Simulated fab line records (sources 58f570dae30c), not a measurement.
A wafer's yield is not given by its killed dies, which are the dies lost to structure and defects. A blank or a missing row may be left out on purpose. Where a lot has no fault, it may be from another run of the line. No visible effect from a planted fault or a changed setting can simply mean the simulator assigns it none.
Which tool was responsible? | flow berkeley_cmos170 | 39 wafers from 13 lots sampled at 6 of the route's 331 steps

## WHAT THE GAUGES SHOWED, per wafer
UCB170_PWELL_THK_MEAS_06. Usual: PWELL_NITRIDE_THK 220.4 nm, standard deviation 2.1.
lot  | measured    | on            | PWELL_NITRIDE_THK (nm) | flag
L205 | day 3 00:20 | film_metro-04 | 218.0 217.1 218.5      |
L206 | day 3 00:20 | film_metro-01 | 222.8 221.6 221.0      |
L207 | day 3 08:22 | film_metro-03 | 221.5 223.2 222.8      |
L208 | day 3 08:20 | film_metro-01 | 216.2 216.7 217.6      |
L209 | day 3 17:52 | film_metro-03 | 221.2 220.8 220.3      |
L210 | day 3 17:50 | film_metro-04 | 219.3 221.2 218.9      |
L213 | day 4 15:06 | film_metro-04 | 172.8 172.8 173.1      | OFF
L214 | day 4 15:05 | film_metro-01 | 175.9 175.1 175.8      | OFF
L215 | day 4 20:43 | film_metro-01 | 220.1 219.2 220.8      |
L217 | day 5 11:18 | film_metro-03 | 172.6 172.9 171.8      | OFF
L219 | day 5 21:08 | film_metro-04 | 222.5 224.5 222.9      |
L224 | day 7 11:11 | film_metro-04 | 218.6 220.2 219.4      |
L225 | day 7 11:10 | film_metro-03 | 219.2 218.4 218.4      |

UCB170_ACTIVE_THK_MEAS_03. Usual: ACTIVE_OXIDE_THK 26.5 nm, standard deviation 0.49.
lot  | measured    | on            | ACTIVE_OXIDE_THK (nm) | flag
L205 | day 3 17:56 | film_metro-04 | 26.2 26.4 26.4        |
L206 | day 3 17:56 | film_metro-01 | 25.9 26.1 26.0        |
L207 | day 4 06:26 | film_metro-02 | 25.6 25.7 25.5        |
L208 | day 4 06:25 | film_metro-04 | 26.7 25.8 26.7        |
L209 | day 4 14:58 | film_metro-04 | 25.7 25.8 25.9        |
L210 | day 4 14:56 | film_metro-01 | 25.8 26.0 26.1        |
L213 | day 5 13:56 | film_metro-01 | 27.2 26.7 27.2        |
L214 | day 5 13:56 | film_metro-04 | 27.2 27.4 27.2        |
L215 | day 5 21:30 | film_metro-04 | 26.4 27.1 26.8        |
L217 | day 6 11:03 | film_metro-02 | 27.0 26.7 26.4        |
L219 | day 7 03:10 | film_metro-04 | 27.2 26.9 26.8        |
L224 | day 8 16:42 | film_metro-02 | 26.7 26.1 26.6        |
L225 | day 8 16:41 | film_metro-04 | 26.6 26.5 26.5        |

UCB170_PFIELD_TW_MEAS_09. Usual: PFIELD_TW 602, standard deviation 3.5.
lot  | measured    | on            | PFIELD_TW   | flag
L205 | day 4 05:13 | film_metro-02 | 599 600 599 |
L206 | day 4 05:29 | film_metro-03 | 608 609 607 |
L207 | day 4 15:31 | film_metro-03 | 607 604 603 |
L208 | day 4 15:13 | film_metro-01 | 602 604 604 |
L209 | day 5 01:19 | film_metro-02 | 606 603 601 |
L210 | day 5 01:35 | film_metro-02 | 604 600 605 |
L213 | day 5 22:50 | film_metro-03 | 604 606 607 |
L214 | day 5 23:22 | film_metro-01 | 598 604 598 |
L215 | day 6 09:35 | film_metro-02 | 607 605 607 |
L217 | day 6 22:16 | film_metro-03 | 601 606 607 |
L219 | day 7 13:15 | film_metro-03 | 601 605 604 |
L224 | day 9 02:24 | film_metro-03 | 601 600 599 |
L225 | day 9 02:37 | film_metro-01 | 600 597 597 |

UCB170_SCREENOX_THK_MEAS_02. Usual: SCREENOX_OXIDE_THK 14.34 nm, standard deviation 0.27.
lot  | measured    | on            | SCREENOX_OXIDE_THK (nm) | flag
L205 | day 5 04:24 | film_metro-04 | 14.98 14.66 14.50       |
L206 | day 5 04:24 | film_metro-01 | 14.17 13.96 14.47       |
L207 | day 5 15:47 | film_metro-04 | 14.32 14.32 14.21       |
L208 | day 5 15:46 | film_metro-01 | 13.96 14.31 14.29       |
L209 | day 6 02:11 | film_metro-01 | 14.32 14.23 14.39       |
L210 | day 6 02:10 | film_metro-04 | 14.14 14.28 14.08       |
L213 | day 7 00:34 | film_metro-04 | 14.04 14.18 14.01       |
L214 | day 7 00:34 | film_metro-02 | 14.73 14.39 14.38       |
L215 | day 7 13:57 | film_metro-01 | 14.88 14.94 15.26       |
L217 | day 7 22:57 | film_metro-04 | 14.11 14.05 14.24       |
L219 | day 8 17:17 | film_metro-01 | 14.53 14.45 14.62       |
L224 | day 9 19:54 | film_metro-02 | 14.50 14.36 14.11       |
L225 | day 9 19:53 | film_metro-01 | 13.89 13.94 13.93       |

## TOOL THAT RAN EACH LOT (tool first, then ch and the chambers of the sampled wafers, then the start)
lot  | UCB170_PWELL_CVD_05        | UCB170_PWELL_ETCH_14
L205 | lpcvd-02 ch 0, day 2 22:25 | rie_diel-02 ch 1,3, day 3 01:44
L206 | lpcvd-02 ch 1, day 2 22:25 | rie_diel-03 ch 1,3, day 3 01:37
L207 | lpcvd-02 ch 0, day 3 06:25 | rie_diel-01 ch 0,1,3, day 3 11:10
L208 | lpcvd-02 ch 1, day 3 06:25 | rie_diel-03 ch 1,2,3, day 3 10:55
L209 | lpcvd-02 ch 0, day 3 15:56 | rie_diel-03 ch 0,1,2, day 3 18:47
L210 | lpcvd-02 ch 1, day 3 15:56 | rie_diel-01 ch 0,1,3, day 3 18:55
L213 | lpcvd-02 ch 0, day 4 13:10 | rie_diel-01 ch 2,3, day 4 16:25
L214 | lpcvd-02 ch 1, day 4 13:10 | rie_diel-03 ch 1,2,3, day 4 16:08
L215 | lpcvd-01 ch 1, day 4 18:47 | rie_diel-01 ch 0,1,2, day 4 22:08
L217 | lpcvd-02 ch 1, day 5 09:22 | rie_diel-01 ch 1,2, day 5 12:32
L219 | lpcvd-01 ch 1, day 5 19:13 | rie_diel-01 ch 0,2, day 5 23:11
L224 | lpcvd-01 ch 0, day 7 09:14 | rie_diel-01 ch 1,2,3, day 7 12:36
L225 | lpcvd-01 ch 1, day 7 09:14 | rie_diel-03 ch 0,2,3, day 7 12:19
- UCB170_PWELL_CVD_05: deposits Si3N4 from SiH2Cl2/NH3, target thk 220 nm, time 3300 s.
- UCB170_PWELL_ETCH_14: etches Si3N4 in CH3F/Ar/O2, stops on SiO2, target depth 242 nm, time 151 s.

## AS READ BY THE TOOLS THEMSELVES (means over the sampled wafers that have a number; for cases with no such wafer, the mark the record gives instead)
UCB170_PWELL_CVD_05. Usual: sih2cl2_flow_sccm 25.00 sccm, standard deviation 0.074; spike_tc_centre_C 802.3 C, standard deviation 1.7.
lot  | tool     | sih2cl2_flow_sccm (sccm) | spike_tc_centre_C (C) | flag
L205 | lpcvd-02 | 24.96                    | 800.7                 |
L206 | lpcvd-02 | 24.93                    | 805.5                 |
L207 | lpcvd-02 | 24.90                    | 800.8                 |
L208 | lpcvd-02 | 25.03                    | 804.2                 |
L209 | lpcvd-02 | 24.96                    | 800.9                 |
L210 | lpcvd-02 | 24.99                    | 802.9                 |
L213 | lpcvd-02 | 24.94                    | 801.4                 |
L214 | lpcvd-02 | 24.94                    | 805.2                 |
L215 | lpcvd-01 | 25.00                    | 803.0                 |
L217 | lpcvd-02 | 24.95                    | 803.1                 |
L219 | lpcvd-01 | 24.99                    | 802.4                 |
L224 | lpcvd-01 | 25.00                    | 800.7                 |
L225 | lpcvd-01 | 25.01                    | 801.9                 |

UCB170_PWELL_ETCH_14. Usual: drypump_motor_current_A 5.7 A, standard deviation 0.39; oes_product_au 0.948 a.u., standard deviation 0.016; throttle_valve_pct 8.06 %, standard deviation 0.14.
lot  | tool        | drypump_motor_current_A (A) | oes_product_au (a.u.) | throttle_valve_pct (%) | flag
L205 | rie_diel-02 | 5.2                         | 0.923                 | 8.16                   |
L206 | rie_diel-03 | 5.8                         | 0.931                 | 8.23                   |
L207 | rie_diel-01 | 5.6                         | 0.955                 | 7.91                   |
L208 | rie_diel-03 | 5.9                         | 0.932                 | 8.24                   |
L209 | rie_diel-03 | 6.1                         | 0.947                 | 8.11                   |
L210 | rie_diel-01 | 5.6                         | 0.952                 | 7.90                   |
L213 | rie_diel-01 | 5.8                         | 0.838                 | 8.05                   | OFF
L214 | rie_diel-03 | 5.9                         | 0.825                 | 8.24                   | OFF
L215 | rie_diel-01 | 5.6                         | 0.953                 | 7.92                   |
L217 | rie_diel-01 | 5.8                         | 0.832                 | 7.92                   | OFF
L219 | rie_diel-01 | 5.4                         | 0.969                 | 7.91                   |
L224 | rie_diel-01 | 5.8                         | 0.952                 | 8.00                   |
L225 | rie_diel-03 | 6.2                         | 0.935                 | 8.14                   |

## THE ANSWER, worked out from the rows above alone
Rule: a lot is off if the mean of its wafers that have a number lies more than 3 standard deviations from the usual mean. Also off: a lot with no number at a reading for which 4 or more lots have one. Any other lot the step has rows for is counted as sound. Order of review: gauges by route order, followed by the tools' own readings, for which a lot's mean as printed above is used. The first step at which some lot is off is used, and at that step the reading that is off furthest; a lot without a number counts as furthest.
Off: at UCB170_PWELL_THK_MEAS_06 (PWELL_NITRIDE_THK), L213, L214, L217.
A tool fits if, at a process step before that reading, it ran every lot that is off, and no sound lot after the first of them. Not tried: the gauges at UCB170_PWELL_THK_MEAS_06; whatever is off there is also off at UCB170_PWELL_ETCH_14, on other tools, and gauge error can't account for it. One fits: UCB170_PWELL_CVD_05 on lpcvd-02. Its last sound lot is L209 (day 3 15:56), its first lot that is off L213 (day 4 13:10): a fault that began between those two fits.

## WHAT THE SIMULATOR PUT IN
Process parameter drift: lpcvd-02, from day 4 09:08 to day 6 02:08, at UCB170_PWELL_CVD_05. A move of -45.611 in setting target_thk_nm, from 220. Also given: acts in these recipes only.
Lots struck among those shown: L214, L213, L217. This agrees with what the rule above found.
